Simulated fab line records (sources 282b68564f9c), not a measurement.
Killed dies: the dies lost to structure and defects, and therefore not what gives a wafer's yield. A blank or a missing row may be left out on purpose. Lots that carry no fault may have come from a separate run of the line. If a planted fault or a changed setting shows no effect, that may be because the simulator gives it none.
Comparing a struck lot with a sound one || flow rit_cmos || 16 out of 202 route steps
Sound: the wafers L406.1, L406.2, L406.3. The struck wafers were L418.2, L418.3, L418.4. The cause comes at the end.
Each step with rows lists, per side, the tool, then ch with its chambers, then its first start. Under that, the readings that differ: sound wafers || struck wafers || difference of the means || sigmas: that difference in standard deviations of wafers without a fault.
alike: a reading whose means differ by less than 2 such deviations, as well as words and numbers matching on both sides. not compared: withheld readings; readings where some wafer has no value; bounds like >300 that might hide an equal value; numbers whose values overlap and for which the record gives no deviation.
A row with sigmas, a row that says differs or no value, or rows on one side alone: a step with any of these is where the two part. When numbers do not overlap yet have no deviation, they are printed without sigmas and do not part them. A reading missing from all wafers of one side parts the sides only when that side holds two or more wafers.

first, 1 step without rows for these wafers: RIT_PRETRO_DEVELOP_05 (develop time 68 s).
RIT_PRETRO_OVL_MEAS_06:
  sound on overlay-01, day 3 15:56; struck on overlay-02, day 6 03:31
{"reading": "PRETRO_OVL (nm)", "sound": "-0.9 -1.6 0.1", "struck": "2.8 2.6 3.2", "difference": "+3.7", "sigmas": "+3"}
then, 2 steps without rows for these wafers: RIT_PRETRO_HARDBAKE_07 (time 120 s); RIT_PRETRO_IMPLANT_08.
RIT_PRETRO_STRIP_09: strips in O2, time 180 s.
  sound on plasma_asher-02 ch 0,1, day 3 16:22; struck on plasma_asher-02 ch 0,1, day 6 04:11
  alike: drypump_motor_current_A
  not compared: rf_hours_counter_h
RIT_PRETRO_TW_MEAS_10:
  sound on film_metro-02, day 3 16:33; struck on film_metro-04, day 6 04:22
  alike: PRETRO_TW
then, 5 steps without rows for these wafers: RIT_GATE_WET_ETCH_00 (etches SiO2 in BOE, target depth 56 nm, time 60 s); RIT_GATE_CLEAN_01 (cleans in SC1, time 600 s); RIT_GATE_CLEAN_02 (cleans in dHF, time 30 s); RIT_GATE_CLEAN_03 (cleans in SC2, time 600 s); RIT_GATE_CLEAN_04 (cleans in dHF, time 60 s).
RIT_FOX2_THK_MEAS_91:
  sound on film_metro-02, day 3 17:02; struck on film_metro-04, day 6 04:51
  alike: FIELD_OXIDE_LEFT_2_THK
RIT_GATE_OXIDATION_05: target thk 3 nm, ox time 270 s.
  sound on furnace-03 ch 0, day 4 02:14; struck on furnace-01 ch 0, day 6 05:26
{"reading": "spike_tc_centre_C (C)", "sound": "905.2 902.5 902.3", "struck": "884.2 882.5 883.6", "difference": -19.9, "sigmas": -10}
{"reading": "zone_power_source_pct (%)", "sound": "29.5 29.6 29.4", "struck": "25.1 25.6 25.5", "difference": -4.1, "sigmas": -2}
{"reading": "model.SiO2_of_GATE_OXIDATION_05.thk_nm (nm)", "sound": "2.965 3.007 2.944", "struck": "2.909 2.931 2.926", "difference": -0.050, "sigmas": ""}
  alike: tube_center_temp_C_max
then, 1 step without rows for these wafers: RIT_GATE_ANNEAL_06 (time 600 s).
RIT_GATE_THK_MEAS_07:
  sound on film_metro-04, day 4 05:43; struck on film_metro-02, day 6 07:57
  alike: GATE_OXIDE_THK
  not compared: hold
RIT_M1_PROBE_99:
  sound on prober-02, day 5 10:47; struck on prober-01, day 7 12:48
  alike: killed_at_front_end, killed_dies, killed_open, killed_short

## WHERE THEY PART
Last at RIT_GATE_OXIDATION_05 as far as this record goes, first at RIT_PRETRO_OVL_MEAS_06. Later steps at which nothing parts them and some readings are alike: RIT_GATE_THK_MEAS_07, RIT_M1_PROBE_99.

WHY: what the simulator had put in
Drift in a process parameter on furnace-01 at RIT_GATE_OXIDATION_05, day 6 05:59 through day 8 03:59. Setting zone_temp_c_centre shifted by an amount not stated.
